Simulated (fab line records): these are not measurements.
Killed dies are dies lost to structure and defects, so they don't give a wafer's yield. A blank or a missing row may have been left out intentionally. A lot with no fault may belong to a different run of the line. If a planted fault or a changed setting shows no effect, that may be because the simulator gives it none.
The tool behind it: which one? || flow berkeley_cmos170 || 6 lots with 18 wafers sampled at 2 steps, on a route of 331 steps

## WHAT THE GAUGES SHOWED, per wafer
UCB170_SDANNEAL_RS_MEAS_04: the measuring method here is four-point-probe.
{"lot": "L622", "measured": "day 7 08:04", "on": "film_metro-01", "PLDD_RS (ohm/sq)": "1034.4 1038.2 1034.7"}
{"lot": "L625", "measured": "day 7 08:04", "on": "film_metro-04", "PLDD_RS (ohm/sq)": "1031.6 1028.9 1029.0"}
{"lot": "L631", "measured": "day 9 04:05", "on": "film_metro-02", "PLDD_RS (ohm/sq)": "1034.1 1035.3 1031.2"}
{"lot": "L634", "measured": "day 9 22:08", "on": "film_metro-01", "PLDD_RS (ohm/sq)": "1030.1 1030.8 1033.6"}
{"lot": "L639", "measured": "day 10 10:11", "on": "film_metro-02", "PLDD_RS (ohm/sq)": "1032.5 1027.6 1031.3"}
{"lot": "L642", "measured": "day 10 16:40", "on": "film_metro-04", "PLDD_RS (ohm/sq)": "1034.3 1035.4 1033.6"}

## WHAT TOOL EACH LOT RAN ON (gives the tool, then ch and the chambers of the sampled wafers, and finally the start)
{"lot": "L622", "UCB170_PLDD_STRIP_10": "plasma_asher-01 ch 0,1, day 6 19:03"}
{"lot": "L625", "UCB170_PLDD_STRIP_10": "plasma_asher-01 ch 1, day 6 19:52"}
{"lot": "L631", "UCB170_PLDD_STRIP_10": "plasma_asher-04 ch 0,1, day 8 16:09"}
{"lot": "L634", "UCB170_PLDD_STRIP_10": "plasma_asher-04 ch 0,1, day 9 07:22"}
{"lot": "L639", "UCB170_PLDD_STRIP_10": "plasma_asher-04 ch 0,1, day 9 21:12"}
{"lot": "L642", "UCB170_PLDD_STRIP_10": "plasma_asher-03 ch 0,1, day 10 04:14"}
- UCB170_PLDD_STRIP_10: strips in O2.

## THE ANSWER, worked out from the rows above alone
Rule: usual is defined by the lots themselves. The widest of any qualifying gaps counts: lots, ordered by their means at a reading, are off when they make up no more than a third of the lots, leave a main group of 4 or more, and stand apart from it by 3 or more times the standard deviation of that group's means. Not used: any main group whose means are identical at the precision the tables above print for the reading. A lot without any number at a reading at which 4 lots or more have one is off too. Where the step has rows for the other lots, those lots are counted as sound.
Nothing can be told from this: no lot is off at any reading shown.

## WHAT THE SIMULATOR PUT IN
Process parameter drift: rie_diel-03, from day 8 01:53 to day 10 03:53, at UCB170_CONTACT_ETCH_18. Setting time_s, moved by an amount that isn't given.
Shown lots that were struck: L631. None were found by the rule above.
